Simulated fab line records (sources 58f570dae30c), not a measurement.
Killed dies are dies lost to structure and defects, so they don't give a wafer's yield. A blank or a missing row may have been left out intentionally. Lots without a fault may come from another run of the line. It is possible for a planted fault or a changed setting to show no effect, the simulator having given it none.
Lot-split experiment | flow berkeley cmos170 | on a route of 331 steps: 5 lots, 23 wafers read

## ON THE SPLIT
At UCB170_PWELL_IMPLANT_15, the setting energy kev was moved away from the recipe's 60 on 5 of the 23 wafers read, by -2.0% to +3.4%. This setting was run at the recipe's value on the other wafers.

The reading comes from the split's own step.

## THE READING
In nm, at UCB170_PWELL_IMPLANT_15: implant.drp nm, which is the simulator's own figure and was read by no gauge. The file gives no usual value for it.

wafer  | tool, chamber at the split | energy kev as run | against the recipe | implant.drp nm, nm | against lot-mates on the recipe
L074.1 | implanter-03, 0            | 60                | recipe             | 64.7               | -
L074.2 | implanter-03, 0            | 60                | recipe             | 64.7               | -
L074.3 | implanter-03, 0            | 60                | recipe             | 64.7               | -
L074.4 | implanter-03, 0            | 60                | recipe             | 64.7               | -
L074.6 | implanter-03, 0            | 60                | recipe             | 64.7               | -
L077.1 | implanter-02, 0            | 60                | recipe             | 64.7               | -
L077.6 | implanter-02, 0            | 60                | recipe             | 64.7               | -
L077.2 | implanter-02, 0            | 62.05             | +3.4%              | 65.85              | +1.15
L077.3 | implanter-02, 0            | 62.05             | +3.4%              | 65.85              | +1.15
L077.5 | implanter-02, 0            | 62.05             | +3.4%              | 65.85              | +1.15
L080.1 | implanter-04, 0            | 60                | recipe             | 64.7               | -
L080.3 | implanter-04, 0            | 60                | recipe             | 64.7               | -
L080.4 | implanter-04, 0            | 60                | recipe             | 64.7               | -
L085.1 | implanter-03, 0            | 60                | recipe             | 64.7               | -
L085.2 | implanter-03, 0            | 60                | recipe             | 64.7               | -
L085.3 | implanter-03, 0            | 60                | recipe             | 64.7               | -
L085.4 | implanter-03, 0            | 60                | recipe             | 64.7               | -
L085.5 | implanter-03, 0            | 60                | recipe             | 64.7               | -
L083.1 | implanter-04, 0            | 58.77             | -2.0%              | 63.99              | -0.71
L083.5 | implanter-04, 0            | 58.77             | -2.0%              | 63.99              | -0.71
L083.3 | implanter-04, 0            | 60                | recipe             | 64.7               | -
L083.4 | implanter-04, 0            | 60                | recipe             | 64.7               | -
L083.6 | implanter-04, 0            | 60                | recipe             | 64.7               | -

THE FIT
A straight line over all 23 wafers: implant.drp nm changes by +0.339 nm for each +1% of energy kev; r = +1.00; the points scatter about the line by 0.005 nm.
The same after taking each lot's own level away (the mean of its wafers on the recipe; 23 wafers): +0.339 nm for each +1%; r = +1.00; scatter 0.005 nm.
The reading moves by 1.2 nm for the largest change in energy kev, on that fit.
The lots' own levels span 64.700 to 64.700 nm.
Hence the lot-to-lot level has little effect on the slope; both slopes agree.
Check: with one of the wafers moved furthest among these (+3.4%) left out of the fit, the line predicts +1.16 nm for it against its lot-mates. It came out at +1.15 nm against them.

## ADDITIONAL SPLITS CARRIED BY THESE WAFERS
Other splits were also applied to these wafers ahead of the reading. Each is held against what the fit with the lots' levels taken away leaves over:
other split on the same wafers    | wafers away from the commonest value | r with implant.drp nm (lot level and that fit taken away)
UCB170_ZERO_STRIP_07 o2 flow sccm | 8                                    | +0.10
UCB170_PWELL_CVD_05 time s        | 18                                   | +0.46

## THE WHOLE CHAIN: every reading that the file lists as answering this split, in the file's order
step                    | what it does | reading                                                         | change (the file's fit)              | r (the file's)
UCB170_PWELL_IMPLANT_15 |              | implant.rp nm (the simulator's own value, which no gauge read)  | +2.13 nm for each +1% of the setting | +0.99
UCB170_PWELL_IMPLANT_15 |              | implant.drp nm (the simulator's own value, which no gauge read) | +0.34 nm for each +1% of the setting | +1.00

## FILE'S OWN FIT
implant.drp nm changes by +0.34 nm for each +1% of energy kev, r = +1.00.
